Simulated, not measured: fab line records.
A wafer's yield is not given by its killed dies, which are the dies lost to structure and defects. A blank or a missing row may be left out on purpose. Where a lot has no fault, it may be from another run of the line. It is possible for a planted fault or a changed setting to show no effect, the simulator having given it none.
Matching of chambers	flow berkeley_cmos170	wet_bench-02 running UCB170_GATE_WET_ETCH_00: 4 sister chambers
The step etches SiO2 in dHF, time 200 s. 16 wafers are shown with their chamber, then 8 later ones without.

== WAFERS WITH THEIR CHAMBER ==
wafer	chamber	run_length_s (s)	bath_heat_duty_pct (%)
L893.3	3	232	8.1
L893.4	3	232	7.6
L893.5	3	232	6.8
L895.2	0	235	6.4
L895.3	0	235	6.5
L895.5	0	235	6.2
L899.2	1	225	7.6
L899.3	1	225	7.3
L899.6	1	225	7.6
L897.1	1	226	7.2
L897.2	1	226	7.0
L897.3	1	226	7.3
L907.2	3	225	7.4
L907.3	3	225	6.8
L907.6	3	225	7.3
L908.4	2	224	6.8

SIGNATURES (means of the wafers above)
reading	chamber 0	chamber 1	chamber 2	chamber 3	scatter within a chamber
run_length_s	235.00	225.50	224.00	228.50	2.5
bath_heat_duty_pct	6.367	7.333	6.800	7.333	0.36
Rule: a wafer's distance from a chamber is the root of the sum, over the readings, of the square of ((its reading less the chamber's mean) divided by the reading's scatter). The wafer belongs to the nearest chamber; if the next one is less than 2 further off, it can't be placed. The scatter: the root of (the sum of the squares of (reading less its chamber's mean) over the shown wafers, divided by (wafers less chambers)).

== WAFERS WHOSE CHAMBER IS MISSING ==
wafer	run_length_s (s)	bath_heat_duty_pct (%)
L908.5	224	6.9
L908.6	224	7.2
L906.1	225	6.2
L906.5	225	6.2
L906.6	225	6.8
L910.2	225	6.3
L910.5	225	6.6
L910.6	225	7.2

== WHICH CHAMBER EACH ONE RAN IN ==
wafer	from the rows above	in truth
L908.5	can't be placed: 2 or 1 or 3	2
L908.6	can't be placed: 1 or 2 or 3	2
L906.1	can't be placed: 2 or 1 or 3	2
L906.5	can't be placed: 2 or 1 or 3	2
L906.6	can't be placed: 2 or 1 or 3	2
L910.2	can't be placed: 2 or 1 or 3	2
L910.5	can't be placed: 2 or 1 or 3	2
L910.6	can't be placed: 1 or 2 or 3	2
Correctly placed: 0 of 8. Can't be placed from these rows: 8 (the true chamber is among the candidates in 8). Number placed wrongly: 0.
